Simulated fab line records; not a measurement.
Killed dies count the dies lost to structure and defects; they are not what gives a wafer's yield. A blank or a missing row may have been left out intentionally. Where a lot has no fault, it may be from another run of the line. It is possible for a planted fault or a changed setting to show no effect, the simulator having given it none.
A struck lot beside a sound one | flow berkeleyCmos170 | 13 steps out of a route of 331
Sound: the wafers L163.1, L163.3, L163.6. Wafers L171.1, L171.2, L171.4 were the ones struck. The cause is given at the end.
Order at every step that has rows: each side's tool, ch and its chambers, its first start. Under that, the readings that differ: sound wafers | struck wafers | difference of the means | sigmas: that difference in standard deviations of wafers without a fault.
alike: same words and numbers on both sides, and readings whose means sit less than 2 such deviations apart. not compared: any withheld reading, any reading some wafer has no value for, any bound like >300 that may hide the same value, and any number with overlapping values for which the record gives no deviation.
The two part at a step that has a row with sigmas, a row that says differs or no value, or rows on one side only. Non-overlapping numbers with no deviation appear without sigmas and do not part them. A reading missing from all wafers of one side parts the sides only when that side holds two or more wafers.

UCB170_START_BOW_MEAS_00:
  sound on filmMetro-03, day 1 20:00; struck on filmMetro-01, day 3 12:00
  alike: INCOMING_BOW
then, 2 steps without rows for these wafers: UCB170_START_CLEAN_01 (cleans in dHF, time 60 s); UCB170_START_OXIDATION_02 (target thk 20 nm, ox time 1800 s).
UCB170_START_THK_MEAS_03:
  sound on filmMetro-01, day 1 22:44; struck on filmMetro-02, day 3 18:56
  alike: START_OXIDE_THK
then, 4 steps without rows for these wafers: UCB170_START_ANNEAL_04 (time 1200 s); UCB170_ZERO_HMDS_00 (prime time 60 s); UCB170_ZERO_COAT_01 (resist thk 900 nm); UCB170_ZERO_SOFTBAKE_02 (time 60 s).
UCB170_ZERO_EXPOSE_03: exposes mask PM MARKS, target cd 4000 nm.
  sound on krfScanner-01 ch 0, day 2 02:08; struck on krfScanner-02, day 4 00:35
  no value came back on the struck wafers for exposureDoseMJCm2, focusOffsetNm (nm), reticleTempC (C); on the sound wafers exposureDoseMJCm2 reads 30.006 29.988 30.021
  alike: mask
then, 2 steps without rows for these wafers: UCB170_ZERO_PEB_04; UCB170_ZERO_DEVELOP_05 (develop time 45 s).
UCB170_ZERO_ETCH_06: etches SiO2 in CHF3/CF4/Ar, time 12 s.
  sound on rieDiel-02 ch 0,3, day 2 02:31; struck on rieDiel-02 ch 0,2,3, day 4 01:08
reading             | sound             | struck            | difference | sigmas
oesProductAu (a.u.) | 0.613 0.613 0.607 | 0.395 0.372 0.377 | -0.230     | -27
  alike: drypumpMotorCurrentA, throttleValvePct
  not compared: rfHoursCounterH
UCB170_ZERO_STRIP_07: strips in O2.
  sound on plasmaAsher-04 ch 0,1, day 2 02:32; struck on plasmaAsher-02 ch 0,1, day 4 01:09
  alike: drypumpMotorCurrentA, oesProductAu, stripTimeToEndpointS
  not compared: rfHoursCounterH

WHERE THEY PART
First at UCB170_ZERO_EXPOSE_03; last, within this record, at UCB170_ZERO_ETCH_06. Later steps at which nothing parts them and some readings are alike: UCB170_ZERO_STRIP_07.

WHY: whatever the simulator had introduced
Beginning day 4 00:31, the whole step at UCB170_ZERO_EXPOSE_03 was skipped on krfScanner-02. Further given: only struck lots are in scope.
